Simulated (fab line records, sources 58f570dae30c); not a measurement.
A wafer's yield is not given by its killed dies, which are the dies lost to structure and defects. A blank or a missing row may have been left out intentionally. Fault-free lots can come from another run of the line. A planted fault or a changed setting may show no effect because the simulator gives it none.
Chamber matching || flow berkeley_cmos170 || 4 sister chambers for UCB170_GATE_ETCH_14 on rie_diel-02
The step etches BARC in N2/H2. 8 wafers are shown with their chamber, then 7 later ones without.

WAFERS WITH THEIR CHAMBER
{"wafer": "L446.4", "chamber": 3, "drypump_motor_current_A (A)": 5.8, "throttle_valve_pct (%)": 13.43}
{"wafer": "L446.5", "chamber": 0, "drypump_motor_current_A (A)": 5.0, "throttle_valve_pct (%)": 13.40}
{"wafer": "L447.2", "chamber": 3, "drypump_motor_current_A (A)": 5.8, "throttle_valve_pct (%)": 13.43}
{"wafer": "L447.3", "chamber": 2, "drypump_motor_current_A (A)": 5.8, "throttle_valve_pct (%)": 13.34}
{"wafer": "L448.2", "chamber": 2, "drypump_motor_current_A (A)": 5.9, "throttle_valve_pct (%)": 13.32}
{"wafer": "L448.5", "chamber": 1, "drypump_motor_current_A (A)": 4.9, "throttle_valve_pct (%)": 13.24}
{"wafer": "L453.3", "chamber": 1, "drypump_motor_current_A (A)": 5.0, "throttle_valve_pct (%)": 13.22}
{"wafer": "L453.4", "chamber": 0, "drypump_motor_current_A (A)": 5.0, "throttle_valve_pct (%)": 13.39}

WAFERS WITHOUT THEIR CHAMBER
{"wafer": "L453.6", "drypump_motor_current_A (A)": 5.8, "throttle_valve_pct (%)": 13.43}
{"wafer": "L452.1", "drypump_motor_current_A (A)": 5.8, "throttle_valve_pct (%)": 13.43}
{"wafer": "L452.2", "drypump_motor_current_A (A)": 4.9, "throttle_valve_pct (%)": 13.41}
{"wafer": "L452.5", "drypump_motor_current_A (A)": 5.0, "throttle_valve_pct (%)": 13.24}
{"wafer": "L455.1", "drypump_motor_current_A (A)": 4.9, "throttle_valve_pct (%)": 13.23}
{"wafer": "L455.3", "drypump_motor_current_A (A)": 4.9, "throttle_valve_pct (%)": 13.40}
{"wafer": "L455.5", "drypump_motor_current_A (A)": 4.9, "throttle_valve_pct (%)": 13.38}

CHAMBER TAKEN BY EACH
{"wafer": "L453.6", "from the rows above": 3, "in truth": 3}
{"wafer": "L452.1", "from the rows above": 3, "in truth": 3}
{"wafer": "L452.2", "from the rows above": 0, "in truth": 0}
{"wafer": "L452.5", "from the rows above": 1, "in truth": 1}
{"wafer": "L455.1", "from the rows above": 1, "in truth": 1}
{"wafer": "L455.3", "from the rows above": 0, "in truth": 0}
{"wafer": "L455.5", "from the rows above": 0, "in truth": 0}
Correct placement for 7 of the 7. From these rows, 0 cannot be placed. Placed wrongly: 0.
How it was worked out, from the rows above alone: a wafer's distance from a chamber is the root of the sum, over the readings, of the square of ((its reading less the chamber's mean) divided by the reading's scatter). The wafer belongs to the nearest chamber; if the next one is less than 2 further off, it can't be placed. A chamber's mean is the mean of its shown wafers. The scatter: the root of (the sum of the squares of (reading less its chamber's mean) over the shown wafers, divided by (wafers less chambers)).
